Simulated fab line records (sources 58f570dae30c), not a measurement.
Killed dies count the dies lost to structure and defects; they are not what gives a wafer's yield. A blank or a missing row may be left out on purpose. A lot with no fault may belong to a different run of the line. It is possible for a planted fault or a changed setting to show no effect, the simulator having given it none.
8D (eight disciplines) problem report, filled in by code | flow berkeley_cmos170 | the parts of the form that need people (team, actions taken, sign-off) are left out

1. WHAT IS WRONG
run_length_s at UCB170_M1_METAL_ETCH_12 reads a mean of 146.6 s on 9 wafers of 3 lots; wafers without a fault read 158.1 s with a standard deviation of 0.4. That is -29 standard deviations from the usual mean.
The step: etches Al in Cl2/BCl3, stops on PSG, target depth 780 nm, time 130 s.
First seen on wafer L575.1, day 10 23:37, on rie_metal-04. Wafers with a number at this step in the record: 45, from 15 lots. The rule behind "out" and "out of limits": a value lying over 4 standard deviations away from the usual mean. The rest of the wafers with a number are treated as sound.

2. WHAT IT IS, WHAT IT ISN'T
question                    | is                           | is not
which readings at this step | run_length_s, oes_product_au | drypump_motor_current_A, throttle_valve_pct
which lots                  | L575, L577, L579             | L558, L560, L561, L562, L564, L565, L567, L568, L569, L573, L576, L581
which wafers of those lots  | all that have a number       | -
read on which tools         | rie_metal-04                 | rie_metal-01, rie_metal-02
when                        | from day 10 23:37            | up to then (30 sound wafers); but 6 sound wafers of L576, L581 came after

3. SUSPECTS, AND WHAT RULES EACH OUT
Counting: a tool at a process step up to the reading stays a suspect if it ran every lot that is out and no sound lot after the first of them.
- rie_metal-04 at UCB170_M1_METAL_ETCH_12 (etches Al in Cl2/BCl3, stops on PSG, target depth 780 nm, time 130 s): kept. It ran every lot that is out, first L575 (day 10 23:37), and no sound lot after that; its last sound lot up to then is L569 (day 9 13:20). Out on those wafers are its own readings of oes_product_au, run_length_s.
After counting, what remains is rie_metal-04 at UCB170_M1_METAL_ETCH_12.

4. THE CAUSE (what the simulator had put in)
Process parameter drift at UCB170_M1_METAL_ETCH_12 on rie_metal-04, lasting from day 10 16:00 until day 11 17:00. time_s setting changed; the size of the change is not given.
Counting left only this tool.

5. SEQUENCE OF EFFECTS, ordered by route
Each row: a reading where the mean over the struck wafers with a number is more than 3 standard deviations away from the usual. Readings are gone through only where the record gives a usual standard deviation; hours: the median, over the lots, of the time from a lot's start at the first step in this table giving one to that lot's start at this step; sigmas: the change measured in usual standard deviations.
hours | step                    | reading        | usual      | on struck wafers | change | sigmas
0     | UCB170_M1_METAL_ETCH_12 | oes_product_au | 0.850 a.u. | 0.929            | +0.079 | +6.6
0     | UCB170_M1_METAL_ETCH_12 | run_length_s   | 158.1 s    | 146.6            | -11.5  | -29
It contains these process steps:
- UCB170_M1_METAL_ETCH_12: etches Al in Cl2/BCl3, stops on PSG, target depth 780 nm, time 130 s.
Later steps that measure or inspect, where all struck wafers having a row at the step show a number for every such reading and not one has moved that far: UCB170_V2_CD_MEAS_12.

6. HOW IT WOULD HAVE BEEN CAUGHT EARLIER
In this record the first reading out of limits was taken at day 10 23:37, 8 hours after the fault began at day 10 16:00.
